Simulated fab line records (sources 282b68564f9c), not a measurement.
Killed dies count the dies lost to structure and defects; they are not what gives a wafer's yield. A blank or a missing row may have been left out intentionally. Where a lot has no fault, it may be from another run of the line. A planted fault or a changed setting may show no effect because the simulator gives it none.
fab line records | flow ritCmos
record lots=6 | wafers=18 | lastDay=7
route steps=202 shown PLDD@118 SPACER@125
lots that met no fault: from a run of the same line without faults
startH: hours from the record's first day to the start of the lot's first wafer shown | waitH: how many hours have passed since the lot's step before this one | " unchanged from the row above | L1.1+2: several wafers, shown together as one row | - no value, or no start given | * or withheld: withheld | < > ~ a bound
route shown NAME@n: names a module that has steps shown in the file, with the first one's number in the route | usual: average and standard deviation across the fault-free wafers | same: alike in all rows | chamber/n: place in a boat | sites: each site's reading | _std_site: their standard deviation | _edge_site: the outer-site mean with the inner-site mean subtracted | radiusMm: how far each site lies from the wafer's centre | mask NAME#n: copy n | behind: the tool/chamber that last shaped the wafer | hold: reason for holding the lot/hours on hold/outcome of the hold | device: the n, p or np transistor that did not switch | end of line: at the end of the route, the tests of the same wafers | for a step that has no rows: nothing shown but its recipe | killed: count of dies lost to structure and defects at first sort (not the wafer's yield) | map: dies across one wafer; x = killed, . = not, _ = none there
set.NAME: the setting as run; set.NAME@STEP: as run at that earlier step | model.NAME: the simulator's own value behind a step, which no gauge read
certain route steps with their lots: each step a table, each wafer a row
services: from which hour (startH, from the record's first day; less than 0 if before it) a tool's chamber was out of use, for how many hours, and why
## steps
# step RIT_PLDD_PEB_04
# recipe resist=NOVOLAK | tempC=withheld | timeS=withheld
# step RIT_PLDD_DEVELOP_05
# recipe resist=NOVOLAK | developTimeS=50 | devTempC=23
# step RIT_PLDD_OVL_MEAS_06
# usual PLDD_OVL=0.0/1.3
lot.wafer | tool       | chamber | startH | waitH | PLDD_OVL[nm]
L166.1    | overlay-02 | -       | 53.74  | -     | 1.1
L166.4    | "          | -       | "      | "     | 1.0
L166.6    | "          | -       | "      | "     | 1.0
L168.2    | overlay-02 | -       | 62.37  | -     | 1.5
L168.3    | "          | -       | "      | "     | -0.5
L168.4    | "          | -       | "      | "     | 0.2
L171.1    | overlay-01 | -       | 78.76  | -     | 0.3
L171.2    | "          | -       | "      | "     | -0.5
L171.3    | "          | -       | "      | "     | 0.6
L172.2    | overlay-01 | -       | 84.29  | -     | -1.9
L172.4    | "          | -       | "      | "     | -0.9
L172.6    | "          | -       | "      | "     | -0.8
L174.2    | overlay-01 | -       | 94.80  | -     | -2.5
L174.3    | "          | -       | "      | "     | 0.6
L174.6    | "          | -       | "      | "     | -2.1
L185.3    | overlay-01 | -       | 155.07 | -     | 0.3
L185.5    | "          | -       | "      | "     | -0.3
L185.6    | "          | -       | "      | "     | -0.8
# step RIT_PLDD_HARDBAKE_07
# recipe resist=NOVOLAK | tempC=140 | timeS=60
# step RIT_PLDD_IMPLANT_08
# recipe species=BF2 | energyKev=20 | doseCm2=9e+14 | tiltDeg=7
# step RIT_PLDD_STRIP_09
# recipe chemistry=O2 | timeS=180 | resist=NOVOLAK | platenTempC=withheld | powerW=500 | pressureMtorr=4000 | o2FlowSccm=4000
# usual drypumpMotorCurrentA=5.6/0.43
# same timeS=180
lot.wafer | tool           | chamber | startH | waitH | drypumpMotorCurrentA | rfHoursCounterH
L166.1    | plasmaAsher-04 | 1       | 54.08  | 0.1   | 5.0                  | 41
L166.4    | "              | 0       | "      | "     | 5.1                  | -
L166.6    | "              | 0       | "      | "     | 5.0                  | -
L168.2    | plasmaAsher-03 | 1       | 62.70  | 0.1   | 5.7                  | 28
L168.3    | "              | 0       | "      | "     | 6.1                  | -
L168.4    | "              | 1       | "      | "     | 5.8                  | -
L171.1    | plasmaAsher-01 | 1       | 79.10  | 0.1   | 5.4                  | 42
L171.2    | "              | 0       | "      | "     | 5.5                  | 42
L171.3    | "              | 0       | "      | "     | 5.5                  | -
L172.2    | plasmaAsher-03 | 0       | 84.62  | 0.1   | 6.2                  | 30
L172.4    | "              | 0       | "      | "     | 6.2                  | -
L172.6    | "              | 1       | "      | "     | 5.8                  | -
L174.2    | plasmaAsher-01 | 0       | 95.13  | 0.1   | 5.4                  | 44
L174.3    | "              | 1       | "      | "     | 5.5                  | -
L174.6    | "              | 0       | "      | "     | 5.4                  | -
L185.3    | plasmaAsher-01 | 1       | 155.60 | 0.2   | 5.5                  | -
L185.5    | "              | 1       | "      | "     | 5.5                  | -
L185.6    | "              | 0       | "      | "     | 5.5                  | -
# step RIT_PLDD_TW_MEAS_10
# usual PLDD_TW=2371/23
lot.wafer | tool         | chamber | startH | waitH | PLDD_TW
L166.1    | filmMetro-01 | -       | 54.25  | 0.1   | 2385
L166.4    | "            | -       | "      | "     | 2396
L166.6    | "            | -       | "      | "     | 2397
L168.2    | filmMetro-01 | -       | 62.88  | 0.1   | 2402
L168.3    | "            | -       | "      | "     | 2390
L168.4    | "            | -       | "      | "     | 2401
L171.1    | filmMetro-02 | -       | 79.27  | 0.1   | 2349
L171.2    | "            | -       | "      | "     | 2339
L171.3    | "            | -       | "      | "     | 2332
L172.2    | filmMetro-02 | -       | 84.80  | 0.1   | 2330
L172.4    | "            | -       | "      | "     | 2345
L172.6    | "            | -       | "      | "     | 2347
L174.2    | filmMetro-01 | -       | 95.32  | 0.1   | 2371
L174.3    | "            | -       | "      | "     | 2371
L174.6    | "            | -       | "      | "     | 2385
L185.3    | filmMetro-04 | -       | 155.74 | 0.1   | 2365
L185.5    | "            | -       | "      | "     | 2375
L185.6    | "            | -       | "      | "     | 2370
# step RIT_SPACER_CLEAN_00
# recipe chemistry=SC1 | mix=3:3:50 | timeS=600 | tempC=75
# step RIT_SPACER_CLEAN_01
# recipe chemistry=dHF | dilution=50:1 | timeS=30
# step RIT_SPACER_CLEAN_02
# recipe chemistry=SC2 | mix=3:3:50 | timeS=600 | tempC=75 | dry=n2Spin
# step RIT_SPACER_CVD_03
# recipe material=Si3N4 | targetThkNm=250 | tempC=810 | precursor=SiH2Cl2/NH3 | timeS=3300 | pressureMtorr=300 | sih2cl2FlowSccm=60 | nh3FlowSccm=150
# step RIT_SPACER_THK_MEAS_04
# recipe reads=Si3N4_of_SPACER_CVD_03
# usual SPACER_NITRIDE_THK=251.0/2.4
lot.wafer | tool         | chamber | startH | waitH | SPACER_NITRIDE_THK[nm]
L166.1    | filmMetro-02 | -       | 56.59  | 0.0   | 250.1
L166.4    | "            | -       | "      | "     | 252.5
L166.6    | "            | -       | "      | "     | 251.1
L168.2    | filmMetro-04 | -       | 65.22  | 0.0   | 255.5
L168.3    | "            | -       | "      | "     | 255.8
L168.4    | "            | -       | "      | "     | 254.1
L171.1    | filmMetro-04 | -       | 81.84  | 0.0   | 248.3
L171.2    | "            | -       | "      | "     | 248.3
L171.3    | "            | -       | "      | "     | 248.5
L172.2    | filmMetro-04 | -       | 87.14  | 0.0   | 253.6
L172.4    | "            | -       | "      | "     | 254.6
L172.6    | "            | -       | "      | "     | 254.5
L174.2    | filmMetro-04 | -       | 97.66  | 0.0   | 250.9
L174.3    | "            | -       | "      | "     | 252.5
L174.6    | "            | -       | "      | "     | 250.7
L185.3    | filmMetro-03 | -       | 158.10 | 0.0   | 250.9
L185.5    | "            | -       | "      | "     | 251.7
L185.6    | "            | -       | "      | "     | 252.0
# step RIT_SPACER_ETCHBACK_05
# recipe targetDepthA=2500 | SF6_flow_sccm=30 | CHF3_flow_sccm=30 | target=Si3N4 | chemistry=SF6/CHF3 | pressureMtorr=40 | rfW=250 | timeS=240 | stopOn=SiO2
# usual CHF3_flow_sccm=29.99/0.086 | drypumpMotorCurrentA=5.5/0.37 | oesProductAu=0.842/0.012 | throttleValvePct=10.26/0.16
lot.wafer | tool       | chamber | startH | waitH | CHF3_flow_sccm | drypumpMotorCurrentA | oesProductAu | rfHoursCounterH | throttleValvePct | model.etch.depthNm | model.poly-Si_of_GATE_CVD_08.thkNm | model.Si3N4_of_SPACER_CVD_03.thkNm
L166.1    | rieDiel-04 | 0       | 56.65  | 0.1   | 30.04          | 5.5                  | 0.850        | 13              | 10.55            | 250.1              | 167.5                              | 196.3
L166.4    | "          | 2       | "      | "     | 30.00          | 5.2                  | 0.859        | 67              | 10.37            | 252.3              | 170.6                              | 198.5
L166.6    | "          | 1       | "      | "     | 30.10          | 5.8                  | 0.857        | -               | 10.50            | 251.1              | 167.3                              | 197.1
L168.2    | rieDiel-02 | 2       | 65.27  | 0.0   | 30.08          | 5.4                  | 0.859        | 23              | 10.24            | 255.6              | 166.6                              | 201
L168.3    | "          | 3       | "      | "     | 30.01          | 5.2                  | 0.842        | 17              | 10.26            | 255.7              | 167.1                              | 200.3
L168.4    | "          | 1       | "      | "     | 29.93          | 4.9                  | 0.871        | 73              | 10.21            | 254.1              | 166.5                              | 198.6
L171.1    | rieDiel-02 | 0       | 81.90  | 0.1   | 30.01          | 5.4                  | 0.959        | 9               | 10.12            | 228.8              | 184.8                              | 209
L171.2    | "          | 3       | "      | "     | 29.99          | 5.2                  | 0.980        | 18              | 10.33            | 229.4              | 184.8                              | 208.8
L171.3    | "          | 1       | "      | "     | 30.13          | 4.9                  | 1.004        | 74              | 10.25            | 229.3              | 186.1                              | 209.1
L172.2    | rieDiel-02 | 1       | 87.19  | 0.0   | 29.89          | 4.9                  | 1.016        | 74              | 10.29            | 231.5              | 184.4                              | 212.9
L172.4    | "          | 2       | "      | "     | 30.01          | 5.4                  | 0.983        | 24              | 10.30            | 225.7              | 183.5                              | 215.1
L172.6    | "          | 2       | "      | "     | 29.98          | 5.4                  | 0.987        | -               | 10.31            | 227.6              | 183.1                              | 214.4
L174.2    | rieDiel-01 | 3       | 97.71  | 0.0   | 30.00          | 6.1                  | 0.836        | 120             | 10.20            | 251                | 171.2                              | 196.2
L174.3    | "          | 0       | "      | "     | 29.97          | 6.2                  | 0.839        | 148             | 10.42            | 252.3              | 169.5                              | 198
L174.6    | "          | 1       | "      | "     | 29.90          | 5.3                  | 0.846        | -               | 10.11            | 250.7              | 171.4                              | 197.8
L185.3    | rieDiel-01 | 3       | 158.14 | 0.0   | 29.87          | 6.1                  | 0.841        | 121             | 10.21            | 251                | 168                                | 195.8
L185.5    | "          | 1       | "      | "     | 30.19          | 5.3                  | 0.854        | -               | 10.08            | 251.7              | 166.5                              | 197.8
L185.6    | "          | 2       | "      | "     | 30.03          | 5.7                  | 0.838        | -               | 10.10            | 251.9              | 165.7                              | 196.8
## services
tool           | chamber | startH | hours | kind
rieDiel-01     | -       | 51.72  | 2.2   | repair
rieDiel-04     | -       | 81.79  | 0.2   | repair
plasmaAsher-01 | -       | 87.05  | 0.5   | repair
rieDiel-02     | 3       | 105.79 | 8.8   | repair
plasmaAsher-01 | -       | 108.75 | 9.0   | pm
plasmaAsher-01 | 0       | 108.75 | 9.0   | ventCycle
plasmaAsher-01 | 1       | 108.75 | 9.0   | ventCycle
plasmaAsher-01 | 0       | 117.75 | -     | clean
plasmaAsher-01 | 1       | 117.75 | -     | clean
rieDiel-01     | 0       | 151.20 | -     | clean
rieDiel-01     | 0       | 151.20 | 20.3  | scheduledDown
rieDiel-01     | 0       | 151.20 | 20.3  | ventCycle
rieDiel-02     | -       | 156.58 | 0.1   | repair
## key
firstSign step=RIT_SPACER_ETCHBACK_05 | reading=oesProductAu | direction=up | sigmas=12 | usual=0.842 | struck=0.988
effect none on later readings
modelEffect step=RIT_SPACER_ETCHBACK_05 | value=etch.depthNm | without=251.3 | struck=228.7
metAt RIT_SPACER_ETCHBACK_05
struckWafers L171.1,L171.2,L171.3,L172.2,L172.4,L172.6
laterRowsLeftOut L171.1,L171.2,L171.3,L172.2,L172.4,L172.6
sortLeftOut L171.1,L171.2,L171.3,L172.2,L172.4,L172.6
testerLeftOut L171,L172
onsetBetween 65.27 81.90
fault kind=processParameterDrift | tool=rieDiel-02 | chamber=- | onsetH=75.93 | steps=RIT_SPACER_ETCHBACK_05 | channel=targetDepthA | offset=-819.28 | shape=step | endH=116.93 | actsIn=theseRecipesOnly | stated=2500
# testerLeftOut: of these lots the tester's yield and bins aren't shown, on N5 and GAA mostly nor the transistor test; their killed dies are dies lost to structure and defects alone, not to doping, threshold or leakage, so they don't give the yield
# sortLeftOut: the simulated sort isn't trusted on such a fault, so these wafers' sort isn't shown, and their yield isn't known
# laterRowsLeftOut: the simulator's readings of these wafers behind a module that went badly wrong aren't trusted and aren't shown, but for the sort
